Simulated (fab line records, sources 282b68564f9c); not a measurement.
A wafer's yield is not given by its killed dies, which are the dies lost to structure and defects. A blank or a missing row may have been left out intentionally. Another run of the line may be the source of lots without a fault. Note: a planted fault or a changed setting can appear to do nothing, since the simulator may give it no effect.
Split-lot study | flow rit-cmos | on a route of 202 steps: 5 lots, 23 wafers read

## ABOUT THE SPLIT
At RIT_FOX1_OXIDATION_00 (target thk 350.7 nm, ox time 1130 s), the setting temp-c was moved away from the recipe's 1100 C on 15 of the 23 wafers read, by -2.4% to +1.9%. This setting was run at the recipe's value on the other wafers.

The file shows no step between the split and the reading.

## THE READING
FOX1_OXIDE_THK (nm), taken at RIT_FOX1_THK_MEAS_01. Fault-free wafers of this fab line usually give 351 nm, standard deviation 7.8 nm.

wafer  | tool, chamber at the split | temp-c as run, C | against the recipe | FOX1_OXIDE_THK, nm | against lot-mates on the recipe
L074.2 | -, -                       | 1074             | -2.4%              | 290                | no lot-mate on the recipe
L074.3 | -, -                       | 1074             | -2.4%              | 287                | no lot-mate on the recipe
L074.4 | -, -                       | 1074             | -2.4%              | 290                | no lot-mate on the recipe
L074.5 | -, -                       | 1074             | -2.4%              | 292                | no lot-mate on the recipe
L074.6 | -, -                       | 1074             | -2.4%              | 286                | no lot-mate on the recipe
L076.1 | -, -                       | 1100             | recipe             | 350                | -
L076.3 | -, -                       | 1100             | recipe             | 356                | -
L076.4 | -, -                       | 1100             | recipe             | 350                | -
L076.5 | -, -                       | 1100             | recipe             | 354                | -
L076.6 | -, -                       | 1100             | recipe             | 352                | -
L078.2 | furnace-01, 0              | 1100             | recipe             | 355                | -
L078.4 | furnace-01, 0              | 1100             | recipe             | 352                | -
L078.6 | furnace-01, 0              | 1100             | recipe             | 352                | -
L082.1 | -, -                       | 1121             | +1.9%              | 393                | no lot-mate on the recipe
L082.2 | -, -                       | 1121             | +1.9%              | 387                | no lot-mate on the recipe
L082.4 | -, -                       | 1121             | +1.9%              | 388                | no lot-mate on the recipe
L082.5 | -, -                       | 1121             | +1.9%              | 391                | no lot-mate on the recipe
L082.6 | -, -                       | 1121             | +1.9%              | 391                | no lot-mate on the recipe
L083.2 | -, -                       | 1087             | -1.2%              | 340                | no lot-mate on the recipe
L083.3 | -, -                       | 1087             | -1.2%              | 344                | no lot-mate on the recipe
L083.4 | -, -                       | 1087             | -1.2%              | 341                | no lot-mate on the recipe
L083.5 | -, -                       | 1087             | -1.2%              | 339                | no lot-mate on the recipe
L083.6 | -, -                       | 1087             | -1.2%              | 345                | no lot-mate on the recipe

FIT RESULTS
A straight line over all 23 wafers: FOX1_OXIDE_THK changes by +22 nm for each +1% of temp-c; r = +0.96; the points scatter about the line by 9.9 nm.
Too few moved wafers with a lot-mate on the recipe to fit a line net of each lot's own level.

## THE WHOLE CHAIN: every reading that the file lists as answering this split, in the file's order
step                  | what it does                        | reading                                                                           | change (the file's fit)              | r (the file's)
RIT_FOX1_OXIDATION_00 | target thk 350.7 nm, ox time 1130 s | SiO2_of_FOX1_OXIDATION_00.thk-nm (the simulator's own value, which no gauge read) | +22.1 nm for each +1% of the setting | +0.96
RIT_FOX1_THK_MEAS_01  |                                     | FOX1_OXIDE_THK                                                                    | +22 for each +1% of the setting      | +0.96

## FILE'S OWN FIT
FOX1_OXIDE_THK changes by +22 nm for each +1% of temp-c, r = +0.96.
